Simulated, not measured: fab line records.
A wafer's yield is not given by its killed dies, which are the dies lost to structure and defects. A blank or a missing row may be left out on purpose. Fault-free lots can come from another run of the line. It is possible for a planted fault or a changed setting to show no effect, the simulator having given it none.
The tool behind it: which one? :: flow berkeley cmos170 :: 6 lots, 18 wafers sampled, at 1 step of a route of 331

== WHAT THE GAUGES SHOWED, per wafer ==
UCB170_SPACER_THK_MEAS_01.
lot: L754
measured: day 7 19:07
on: film metro-04
SPACER_TEOS_THK (nm): 373 376 377

lot: L757
measured: day 8 10:07
on: film metro-04
SPACER_TEOS_THK (nm): 370 376 379

lot: L758
measured: day 8 10:44
on: film metro-02
SPACER_TEOS_THK (nm): 372 372 384

lot: L760
measured: day 8 18:40
on: film metro-01
SPACER_TEOS_THK (nm): 367 381 377

lot: L763
measured: day 9 00:48
on: film metro-02
SPACER_TEOS_THK (nm): 371 371 378

lot: L774
measured: day 12 00:46
on: film metro-01
SPACER_TEOS_THK (nm): 374 382 378

== EACH LOT AND THE TOOL THAT RAN IT (in order: tool; ch and the chambers of the sampled wafers; start) ==
The record shows no process step preceding these readings.

== THE ANSWER, worked out from the rows above alone ==
Rule: usual is defined by the lots themselves. The widest of any qualifying gaps counts: lots, ordered by their means at a reading, are off when they make up no more than a third of the lots, leave a main group of 4 or more, and stand apart from it by 3 or more times the standard deviation of that group's means. Not used: any main group whose means are identical at the precision the tables above print for the reading. A lot without any number at a reading at which 4 lots or more have one is off too. All remaining lots with rows at the step are treated as sound.
No lot is off on any of the readings shown, so nothing can be concluded from this.

== WHAT THE SIMULATOR HAD INSERTED ==
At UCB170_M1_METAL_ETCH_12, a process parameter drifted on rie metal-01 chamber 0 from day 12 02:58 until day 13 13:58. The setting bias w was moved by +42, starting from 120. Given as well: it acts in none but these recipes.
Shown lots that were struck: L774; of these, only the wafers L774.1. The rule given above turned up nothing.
